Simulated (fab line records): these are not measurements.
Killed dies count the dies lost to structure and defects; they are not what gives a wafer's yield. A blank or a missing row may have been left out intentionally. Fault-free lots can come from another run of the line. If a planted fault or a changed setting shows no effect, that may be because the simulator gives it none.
8D (eight disciplines) problem report, filled in by code || flow berkeley cmos170 || the parts of the form that need people (team, actions taken, sign-off) are left out

## 1. WHAT WENT WRONG
Wafers free of any fault read -1 nm (standard deviation 5.3) for NLDD_OVL at UCB170_NLDD_OVL_MEAS_07, against a mean of 257 nm on 9 wafers of 3 lots. That is +49 standard deviations from the usual mean.
Seen first at day 8 04:00 on overlay-01, wafer L471.1. The record has a number at this step for 36 wafers belonging to 12 lots. The rule behind "out" and "out of limits": a value lying over 4 standard deviations away from the usual mean. The rest of the wafers with a number are treated as sound.

## 2. WHAT IT IS; WHAT IT IS NOT
{"question": "which readings at this step", "is": "NLDD_OVL", "is not": "-"}
{"question": "which lots", "is": "L471, L473, L476", "is not": "L464, L465, L466, L468, L469, L472, L474, L477, L484"}
{"question": "which wafers of those lots", "is": "all that have a number", "is not": "-"}
{"question": "read on which gauges", "is": "overlay-01, overlay-02", "is not": "-"}
{"question": "when", "is": "from day 8 04:00", "is not": "up to then (15 sound wafers); but 12 sound wafers of L472, L474, L477, L484 came after"}

## 3. SUSPECTS, AND WHAT RULES EACH OUT
Counting: a tool stays on the suspect list if, at a process step up to the reading, it processed all lots that are out and no sound lot following the first of them.
- the gauge at UCB170_NLDD_OVL_MEAS_07 is ruled out. Those wafers that are out were read across 2 gauges (overlay-01, overlay-02).
- krf scanner-02 at UCB170_NLDD_EXPOSE_03 (exposes mask NSELECT, target cd 1200 nm): kept. Every lot that is out went through it, starting with L471 (day 8 03:27), and after that it ran no sound lot; the last sound lot it ran before then is L469 (day 7 03:38).
After counting, what remains is krf scanner-02 at UCB170_NLDD_EXPOSE_03.

## 4. THE CAUSE (what the simulator had put in)
Scanner matching overlay: krf scanner-02, from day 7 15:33 on, at UCB170_NLDD_EXPOSE_03. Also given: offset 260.
After counting, this tool was the only one left.

## 5. THE CHAIN OF EFFECTS, in route order
Each row: a reading where the mean over the struck wafers with a number is more than 3 standard deviations away from the usual. Scope: only readings with a usual standard deviation given in the record; hours: median across lots of the time from each lot's start at the first step in this table that gives one to its start at this step; sigmas: change in usual standard deviations.
{"hours": 0, "step": "UCB170_NLDD_OVL_MEAS_07", "reading": "NLDD_OVL", "usual": "-1 nm", "on struck wafers": 257, "change": "+258", "sigmas": "+49"}
Later measuring or inspecting steps at which every struck wafer that the step has a row for has a number for every such reading, and none has moved that far: UCB170_NLDD_TW_MEAS_11.

## 6. WHAT WOULD HAVE CAUGHT IT SOONER
The first out-of-limits reading at a measuring or inspecting step in this record came at day 8 04:00, 12 hours after the fault's start at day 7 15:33.
Among the 3 lots that are out, L473, L476 began UCB170_NLDD_EXPOSE_03 on krf scanner-02 after day 8 04:00. A hold on the tool at that time would have spared those 2.
